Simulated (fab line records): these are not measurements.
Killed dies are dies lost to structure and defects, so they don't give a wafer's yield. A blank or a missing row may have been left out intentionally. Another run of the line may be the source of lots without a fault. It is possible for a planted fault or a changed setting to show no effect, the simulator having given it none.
A struck lot beside a sound one	flow rit_cmos	14 steps out of a route of 202
Sound: the wafers L801.3, L801.4, L801.5. Struck: wafers L798.1, L798.2, L798.4. The cause is given at the end.
Order at every step that has rows: each side's tool, ch and its chambers, its first start. Under that, the readings that differ: sound wafers	struck wafers	difference of the means	sigmas: that difference in standard deviations of wafers without a fault.
alike: readings with means less than 2 such deviations apart, plus words and numbers identical on both sides. not compared: withheld readings, readings lacking a value on some wafer, bounds such as >300 that could conceal the same value, and numbers that have no deviation in the record and whose values overlap.
Wherever a step has rows on one side only, a row that says differs or no value, or a row with sigmas, the two part there. Non-overlapping numbers with no deviation appear without sigmas and do not part them. A reading missing from all wafers of one side parts the sides only when that side holds two or more wafers.

first, 4 steps without rows for these wafers: RIT_NWELL_SOFTBAKE_02 (time 60 s); RIT_NWELL_EXPOSE_03 (exposes mask M2, target cd 43900 nm); RIT_NWELL_PEB_04; RIT_NWELL_DEVELOP_05 (develop time 68 s).
RIT_NWELL_OVL_MEAS_06:
  sound: overlay-01 at day 4 19:30; struck: overlay-01 at day 4 03:10
  alike: NWELL_OVL
then, 2 steps without rows for these wafers: RIT_NWELL_HARDBAKE_07 (time 120 s); RIT_NWELL_IMPLANT_08.
RIT_NWELL_STRIP_09: strips in O2, time 180 s.
  sound on plasma_asher-02 ch 0,1, day 4 19:59; struck on plasma_asher-02 ch 0,1, day 4 03:36
  alike: drypump_motor_current_A
  not compared: rf_hours_counter_h
RIT_NWELL_TW_MEAS_10:
  sound: film_metro-03 at day 4 20:07; struck: film_metro-03 at day 4 03:47
  alike: NWELL_TW
then, 3 steps without rows for these wafers: RIT_PWELL_HMDS_00 (prime time 60 s); RIT_PWELL_COAT_01 (resist thk 1300 nm); RIT_PWELL_SOFTBAKE_02 (time 60 s).
RIT_PWELL_EXPOSE_03: exposes mask M3, target cd 43700 nm.
  struck on iline_stepper-02, day 4 04:18; sound on iline_stepper-02 ch 0, day 4 20:39
  no value came back on the struck wafers for exposure_dose_mJ_cm2, focus_offset_nm (nm), na; on the sound wafers exposure_dose_mJ_cm2 reads 250.02 249.67 250.02
  alike: mask
following that, these wafers have no rows for 1 step: RIT_PWELL_PEB_04.

WHERE THEY PART
At RIT_PWELL_EXPOSE_03 and nowhere else, as far as this record goes.

WHY: what the simulator had put in
Entire step skipped (iline_stepper-02, RIT_PWELL_EXPOSE_03), from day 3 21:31 onward. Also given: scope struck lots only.
